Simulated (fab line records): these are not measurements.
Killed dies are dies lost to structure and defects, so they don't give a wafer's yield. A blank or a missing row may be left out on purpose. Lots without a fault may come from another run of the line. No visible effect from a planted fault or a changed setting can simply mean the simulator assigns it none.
Which tool did it?	flow berkeley cmos170	13 lots with 39 wafers sampled at 6 steps, on a route of 331 steps

## WHAT EACH GAUGE READ, for each wafer
UCB170_SPACER_THK_MEAS_01. Usual: SPACER_TEOS_THK 376 nm, standard deviation 4.5.
lot	measured	on	SPACER_TEOS_THK (nm)	flag
L584	day 6 16:48	film metro-04	377 373 378	
L586	day 7 05:11	film metro-04	380 375 385	
L588	day 7 10:16	film metro-02	379 376 383	
L587	day 7 11:28	film metro-02	378 380 385	
L590	day 7 15:03	film metro-01	372 385 382	
L594	day 8 12:02	film metro-04	375 379 376	
L592	day 8 12:06	film metro-01	377 377 374	
L595	day 8 19:37	film metro-01	375 375 378	
L599	day 9 04:38	film metro-04	373 381 385	
L600	day 9 13:59	film metro-04	376 384 378	
L602	day 10 01:54	film metro-02	374 380 376	
L604	day 10 07:28	film metro-02	371 377 380	
L605	day 10 16:51	film metro-02	372 376 384	

UCB170_NSD_CD_MEAS_06 targets a cd of 1200 nm. Usual: cd nm at 1200.1 nm, with a standard deviation of 1.5.
lot	measured	on	cd nm (nm)	flag
L584	day 6 23:43	cd sem-01	1199.5 1201.4 1199.9	
L586	day 7 13:04	cd sem-02	1201.9 1201.4 1201.2	
L588	day 7 16:15	cd sem-02	1196.8 1198.6 1199.5	
L587	day 7 18:16	cd sem-01	1199.9 1200.9 1202.3	
L590	day 7 22:23	cd sem-02	1199.0 1197.9 1198.3	
L594	day 8 20:04	cd sem-01	1199.2 1198.3 1199.5	
L592	day 8 19:58	cd sem-02	1198.3 1196.7 1197.6	
L595	day 9 02:20	cd sem-01	1200.9 1201.3 1200.9	
L599	day 9 11:36	cd sem-01	1200.2 1199.6 1201.3	
L600	day 9 21:39	cd sem-01	1199.4 1200.1 1199.0	
L602	day 10 09:15	cd sem-01	1202.2 1202.4 1202.4	
L604	day 10 13:08	cd sem-02	1198.7 1199.1 1199.8	
L605	day 11 02:17	cd sem-01	1199.9 1199.3 1198.2	

UCB170_SILICIDE_RS_MEAS_02: measurement is done with a four-point probe. Usual: SILICIDE_TI_RS 26.1 ohm/sq, standard deviation 0.32.
lot	measured	on	SILICIDE_TI_RS (ohm/sq)	flag
L584	day 7 02:04	film metro-01	26.5 26.3 26.6	
L586	day 7 17:24	film metro-02	26.0 26.3 26.4	
L588	day 7 18:28	film metro-03	26.0 26.2 25.9	
L587	day 7 20:22	film metro-01	25.9 25.4 26.0	
L590	day 8 00:45	film metro-01	25.9 25.7 25.7	
L594	day 8 23:19	film metro-02	26.5 26.4 26.5	
L592	day 8 23:11	film metro-03	26.0 26.2 26.0	
L595	day 9 04:24	film metro-01	25.7 32.9 25.9 25.9 33.3 26.1	OFF
L599	day 9 13:55	film metro-02	26.7 26.5 26.7	
L600	day 10 00:42	film metro-01	26.4 26.1 26.1	
L602	day 10 11:51	film metro-02	26.6 26.4 26.5	
L604	day 10 15:50	film metro-02	25.9 25.8 25.9	
L605	day 11 04:29	film metro-02	25.9 25.9 25.8	

UCB170_SILICIDE_THK_MEAS_03: measures by xrf. Usual: SILICIDE_TI_THK 30.2 nm, standard deviation 0.35.
lot	measured	on	SILICIDE_TI_THK (nm)	flag
L584	day 7 02:10	film metro-01	30.1 30.3 30.0	
L586	day 7 17:31	film metro-02	30.3 29.7 29.9	
L588	day 7 18:35	film metro-03	30.2 29.8 30.2	
L587	day 7 20:28	film metro-01	30.7 31.1 30.4	
L590	day 8 00:52	film metro-01	30.7 30.9 30.7	
L594	day 8 23:26	film metro-02	29.9 29.8 29.9	
L592	day 8 23:19	film metro-03	30.4 30.2 30.3	
L595	day 9 06:11	film metro-01	30.9 26.1 30.5 30.7 26.1 30.7	
L599	day 9 14:02	film metro-02	29.7 29.9 29.8	
L600	day 10 00:48	film metro-01	30.2 30.3 30.5	
L602	day 10 11:57	film metro-02	29.7 29.9 29.7	
L604	day 10 15:56	film metro-02	30.2 30.5 30.2	
L605	day 11 04:37	film metro-02	30.3 30.2 30.4	

UCB170_M1_OVL_MEAS_10. Usual: M1_OVL -1 nm, standard deviation 4.8.
lot	measured	on	M1_OVL (nm)	flag
L584	day 7 11:53	overlay-01	1 7 3	
L586	day 7 23:46	overlay-02	6 6 -1	
L588	day 8 02:23	overlay-02	-9 1 -6	
L587	day 8 03:16	overlay-01	0 -4 1	
L590	day 8 07:51	overlay-01	0 2 6	
L594	day 9 07:26	overlay-02	-2 -4 -4	
L592	day 9 07:13	overlay-01	4 0 -6	
L595	day 9 15:16	overlay-01	-5 -5 -8	
L599	day 10 00:35	overlay-02	1 -3 -5	
L600	day 10 07:58	overlay-01	-6 -3 -3	
L602	day 10 20:37	overlay-02	5 6 2	
L604	day 11 03:19	overlay-02	-8 -5 -8	
L605	day 11 10:29	overlay-02	-3 -2 -3	

## WHAT TOOL EACH LOT RAN ON (gives the tool, then ch and the chambers of the sampled wafers, and finally the start)
lot	UCB170_SILICIDE_SPUTTER_01
L584	pvd sputter-01, day 7 01:57
L586	pvd sputter-03, day 7 17:22
L588	pvd sputter-04, day 7 18:25
L587	pvd sputter-03, day 7 20:19
L590	pvd sputter-04, day 8 00:42
L594	pvd sputter-01, day 8 23:17
L592	pvd sputter-03, day 8 23:10
L595	pvd sputter-04, day 9 04:22
L599	pvd sputter-01, day 9 13:48
L600	pvd sputter-01, day 10 00:38
L602	pvd sputter-01, day 10 11:47
L604	pvd sputter-03, day 10 15:46
L605	pvd sputter-01, day 11 04:28
- UCB170_SILICIDE_SPUTTER_01: material Ti, target thk 30 nm, time 25 s.

## WHAT THE TOOLS THEMSELVES READ (means of the sampled wafers that have a number; where no wafer has one, the mark that the record gives instead)
UCB170_SILICIDE_SPUTTER_01. Usual: throttle valve pct at 30.1 %, with a standard deviation of 0.93.
lot	tool	throttle valve pct (%)	flag
L584	pvd sputter-01	29.2	
L586	pvd sputter-03	29.6	
L588	pvd sputter-04	30.4	
L587	pvd sputter-03	29.5	
L590	pvd sputter-04	30.7	
L594	pvd sputter-01	29.3	
L592	pvd sputter-03	30.0	
L595	pvd sputter-04	30.1	
L599	pvd sputter-01	30.3	
L600	pvd sputter-01	29.2	
L602	pvd sputter-01	29.9	
L604	pvd sputter-03	29.8	
L605	pvd sputter-01	29.7	

## THE ANSWER, worked out from the rows above alone
Rule: a lot counts as off when the mean over its wafers that have a number is more than 3 standard deviations away from the usual mean. Also off: a lot with no number at a reading for which 4 or more lots have one. Where the step has rows for the other lots, those lots are counted as sound. Order of review: gauges by route order, followed by the tools' own readings, for which a lot's mean as printed above is used. The first step at which some lot is off is used, and at that step the reading that is off furthest; a lot without a number counts as furthest.
Off: at UCB170_SILICIDE_RS_MEAS_02 (SILICIDE_TI_RS), L595.
If a tool, at a process step before that reading, ran all the lots that are off and no sound lot after the first of them, it fits. Those tools and the gauges at UCB170_SILICIDE_RS_MEAS_02 are tried in the same way. One candidate fits, namely pvd sputter-04 at UCB170_SILICIDE_SPUTTER_01. Its last sound lot is L590 (day 8 00:42), its first lot that is off L595 (day 9 04:22): a fault that began between those two fits.

## WHAT THE SIMULATOR HAD PUT IN
Site profile drift: pvd sputter-04, from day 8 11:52 on, at UCB170_SILICIDE_SPUTTER_01. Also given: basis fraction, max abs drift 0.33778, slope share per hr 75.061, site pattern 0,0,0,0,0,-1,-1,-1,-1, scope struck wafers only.
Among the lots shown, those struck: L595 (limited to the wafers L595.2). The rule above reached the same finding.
